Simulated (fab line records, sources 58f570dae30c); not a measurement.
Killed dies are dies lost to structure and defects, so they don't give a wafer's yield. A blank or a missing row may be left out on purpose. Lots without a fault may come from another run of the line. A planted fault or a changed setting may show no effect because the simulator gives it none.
Which tool did it? | flow berkeley_cmos170 | 14 lots, 42 wafers sampled, at 5 steps of a route of 331

WHAT THE GAUGES READ, wafer by wafer
UCB170_PWELL_THK_MEAS_03. Usual: PWELL_OXIDE_THK 26.6 nm, standard deviation 0.57.
lot  | measured    | on            | PWELL_OXIDE_THK (nm) | flag
L984 | day 3 05:50 | film_metro-03 | 26.6 26.6 26.3       |
L985 | day 3 05:50 | film_metro-04 | 27.0 26.8 26.7       |
L986 | day 3 15:26 | film_metro-03 | 26.0 25.8 25.5       |
L989 | day 4 01:35 | film_metro-03 | 27.5 27.8 27.3       |
L987 | day 4 01:36 | film_metro-04 | 27.2 27.1 27.5       |
L988 | day 4 01:37 | film_metro-02 | 27.8 27.7 27.8       |
L991 | day 4 15:53 | film_metro-04 | 27.2 27.4 27.2       |
L994 | day 4 21:17 | film_metro-04 | 26.8 26.8 26.6       |
L992 | day 4 21:17 | film_metro-03 | 26.6 26.6 26.4       |
L993 | day 4 21:17 | film_metro-02 | 26.4 26.7 27.2       |
L996 | day 5 07:44 | film_metro-03 | 26.6 26.3 26.4       |
L997 | day 5 18:59 | film_metro-04 | 26.2 25.7 26.1       |
L101 | day 6 18:41 | film_metro-04 | 26.3 26.2 26.4       |
L104 | day 6 23:53 | film_metro-04 | 27.1 27.4 27.3       |

UCB170_NVT_TW_MEAS_09. Usual: NVT_TW 519.0, standard deviation 2.6.
lot  | measured     | on            | NVT_TW                              | flag
L984 | day 6 20:48  | film_metro-04 | 519.1 518.0 518.0                   |
L985 | day 6 20:32  | film_metro-04 | 517.3 517.6 517.7                   |
L986 | day 6 20:34  | film_metro-01 | 520.9 523.0 523.7                   |
L989 | day 7 16:01  | film_metro-02 | 516.9 516.4 517.7                   |
L987 | day 7 15:59  | film_metro-04 | 517.2 516.1 517.2                   |
L988 | day 7 16:20  | film_metro-02 | 518.1 518.9 512.9                   |
L991 | day 8 04:34  | film_metro-04 | 521.2 517.7 519.4                   |
L994 | day 8 12:38  | film_metro-04 | 524.8 518.0 522.1                   |
L992 | day 8 13:08  | film_metro-04 | 530.2 532.6 530.2 531.1 529.3 529.8 | OFF
L993 | day 8 12:50  | film_metro-02 | 527.3 528.0 527.2                   | OFF
L996 | day 8 12:07  | film_metro-01 | 521.4 522.9 523.8                   |
L997 | day 9 03:20  | film_metro-04 | 516.2 517.8 518.1                   |
L101 | day 11 00:26 | film_metro-01 | 525.6 522.3 523.0                   |
L104 | day 11 00:09 | film_metro-04 | 518.8 521.5 522.0                   |

UCB170_GATE_CD_MEAS_90: target cd 350 nm. Usual: cd_nm 350.0 nm, standard deviation 1.9.
lot  | measured     | on        | cd_nm (nm)        | flag
L984 | day 7 10:10  | cd_sem-02 | 348.1 349.5 349.9 |
L985 | day 7 09:56  | cd_sem-02 | 351.4 350.7 351.0 |
L986 | day 7 10:24  | cd_sem-01 | 350.6 352.0 351.4 |
L989 | day 8 09:25  | cd_sem-01 | 352.2 354.3 354.0 |
L987 | day 8 09:10  | cd_sem-01 | 350.8 351.8 351.9 |
L988 | day 8 09:40  | cd_sem-02 | 350.7 349.7 350.4 |
L991 | day 8 22:08  | cd_sem-02 | 352.3 350.2 351.9 |
L994 | day 9 03:44  | cd_sem-01 | 351.9 350.2 352.8 |
L992 | day 9 11:04  | cd_sem-02 | 350.9 350.0 351.6 |
L993 | day 9 03:28  | cd_sem-01 | 350.1 351.2 349.0 |
L996 | day 9 03:52  | cd_sem-02 | 348.6 348.3 348.3 |
L997 | day 10 04:05 | cd_sem-01 | 346.9 345.4 347.9 |
L101 | day 11 21:52 | cd_sem-02 | 351.1 350.0 349.1 |
L104 | day 11 21:17 | cd_sem-02 | 349.1 349.6 348.5 |

WHICH TOOL RAN EACH LOT (tool, then ch and the chambers of the sampled wafers, then the start)
lot  | UCB170_PFIELD_STRIP_08              | UCB170_NVT_IMPLANT_07
L984 | plasma_asher-04 ch 0,1, day 5 06:53 | implanter-01 ch 0, day 6 20:33
L985 | plasma_asher-02 ch 0,1, day 5 07:09 | implanter-01 ch 0, day 6 20:18
L986 | plasma_asher-02 ch 1, day 5 07:25   | implanter-02 ch 0, day 6 20:19
L989 | plasma_asher-02 ch 0,1, day 6 05:20 | implanter-01 ch 0, day 7 15:46
L987 | plasma_asher-04 ch 0,1, day 6 05:26 | implanter-02 ch 0, day 7 15:45
L988 | plasma_asher-03 ch 0,1, day 6 05:44 | implanter-01 ch 0, day 7 16:07
L991 | plasma_asher-02 ch 0,1, day 6 14:40 | implanter-01 ch 0, day 8 04:19
L994 | plasma_asher-02 ch 0, day 7 01:33   | implanter-02 ch 0, day 8 12:23
L992 | plasma_asher-04 ch 1, day 7 02:22   | implanter-01 ch 0, day 8 12:53
L993 | plasma_asher-03 ch 0,1, day 7 02:01 | implanter-01 ch 0, day 8 12:36
L996 | plasma_asher-02 ch 0,1, day 7 01:52 | implanter-01 ch 0, day 8 11:54
L997 | plasma_asher-02 ch 0, day 7 15:22   | implanter-04 ch 0, day 9 03:07
L101 | plasma_asher-02 ch 0,1, day 9 00:05 | implanter-04 ch 0, day 11 00:11
L104 | plasma_asher-02 ch 1, day 9 00:28   | implanter-02 ch 0, day 10 23:55
- UCB170_PFIELD_STRIP_08: strips in O2.
- UCB170_NVT_IMPLANT_07

WHAT THE TOOLS THEMSELVES READ (means of the sampled wafers that have a number; where no wafer has one, the mark that the record gives instead)
UCB170_PFIELD_STRIP_08. Usual: drypump_motor_current_A 5.7 A, standard deviation 0.4; oes_product_au 0.735 a.u., standard deviation 0.0047; strip_time_to_endpoint_s 21.62 s, standard deviation 0.053.
lot  | tool            | drypump_motor_current_A (A) | oes_product_au (a.u.) | strip_time_to_endpoint_s (s) | flag
L984 | plasma_asher-04 | 5.5                         | 0.734                 | 21.67                        |
L985 | plasma_asher-02 | 6.1                         | 0.734                 | 21.65                        |
L986 | plasma_asher-02 | 5.8                         | 0.728                 | 21.68                        |
L989 | plasma_asher-02 | 6.0                         | 0.738                 | 21.69                        |
L987 | plasma_asher-04 | 5.6                         | 0.734                 | 21.62                        |
L988 | plasma_asher-03 | 5.2                         | 0.729                 | 21.64                        |
L991 | plasma_asher-02 | 6.1                         | 0.735                 | 21.58                        |
L994 | plasma_asher-02 | 6.3                         | 0.736                 | 21.66                        |
L992 | plasma_asher-04 | 5.3                         | 0.734                 | 21.62                        |
L993 | plasma_asher-03 | 5.5                         | 0.738                 | 21.59                        |
L996 | plasma_asher-02 | 6.0                         | 0.737                 | 21.54                        |
L997 | plasma_asher-02 | 6.3                         | 0.740                 | 21.61                        |
L101 | plasma_asher-02 | 6.0                         | 0.738                 | 21.66                        |
L104 | plasma_asher-02 | 5.8                         | 0.736                 | 21.59                        |

UCB170_NVT_IMPLANT_07. Usual: beam_energy_keV 49.997, standard deviation 0.015; dose_ions_cm2 3.0007e+12, standard deviation 2.9e+09.
lot  | tool         | beam_energy_keV | dose_ions_cm2 | flag
L984 | implanter-01 | 50.008          | 2.9948e+12    |
L985 | implanter-01 | 50.002          | 3.0018e+12    |
L986 | implanter-02 | 49.998          | 3.0014e+12    |
L989 | implanter-01 | 49.988          | 2.9993e+12    |
L987 | implanter-02 | 49.999          | 3.0003e+12    |
L988 | implanter-01 | 49.995          | 3.0010e+12    |
L991 | implanter-01 | 49.995          | 3.0015e+12    |
L994 | implanter-02 | 50.002          | 3.0022e+12    |
L992 | implanter-01 | 54.482          | 3.0032e+12    | OFF
L993 | implanter-01 | 54.464          | 3.0047e+12    | OFF
L996 | implanter-01 | 49.999          | 3.0000e+12    |
L997 | implanter-04 | 49.992          | 2.9994e+12    |
L101 | implanter-04 | 50.000          | 2.9995e+12    |
L104 | implanter-02 | 49.993          | 2.9998e+12    |

THE ANSWER, worked out from the rows above alone
Rule: a lot is off if the mean of its wafers that have a number lies more than 3 standard deviations from the usual mean. A lot without any number at a reading at which 4 lots or more have one is off too. The other lots that the step has rows for count as sound. The gauges are gone through in route order, then the tools' own readings, and for those a lot's mean is taken as printed above. The first step at which some lot is off is used, and at that step the reading that is off furthest; a lot without a number counts as furthest.
Off: L992, L993, at UCB170_NVT_TW_MEAS_09 (NVT_TW).
A tool fits if, at a process step before that reading, it ran every lot that is off, and no sound lot after the first of them. The gauges at UCB170_NVT_TW_MEAS_09 aren't tried: what is off there is off at UCB170_NVT_IMPLANT_07 too, on other tools, and a gauge's error can't cause that. One fits: implanter-01 at UCB170_NVT_IMPLANT_07. Its last sound lot is L996 (day 8 11:54), its first lot that is off L993 (day 8 12:36): a fault that began between those two fits.
The tool's own readings at UCB170_NVT_IMPLANT_07 bear it out: on the lots that are off they differ by more than 5 times the standard deviation of the sound lots' means. beam_energy_keV reads 54.473 there against 49.998 on the sound lots.

WHAT THE SIMULATOR HAD PUT IN
Process parameter drift: implanter-01, from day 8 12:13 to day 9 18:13, at UCB170_NVT_IMPLANT_07. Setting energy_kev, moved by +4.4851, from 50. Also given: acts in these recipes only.
Lots struck among those shown: L992, L993. The rule above found the same.
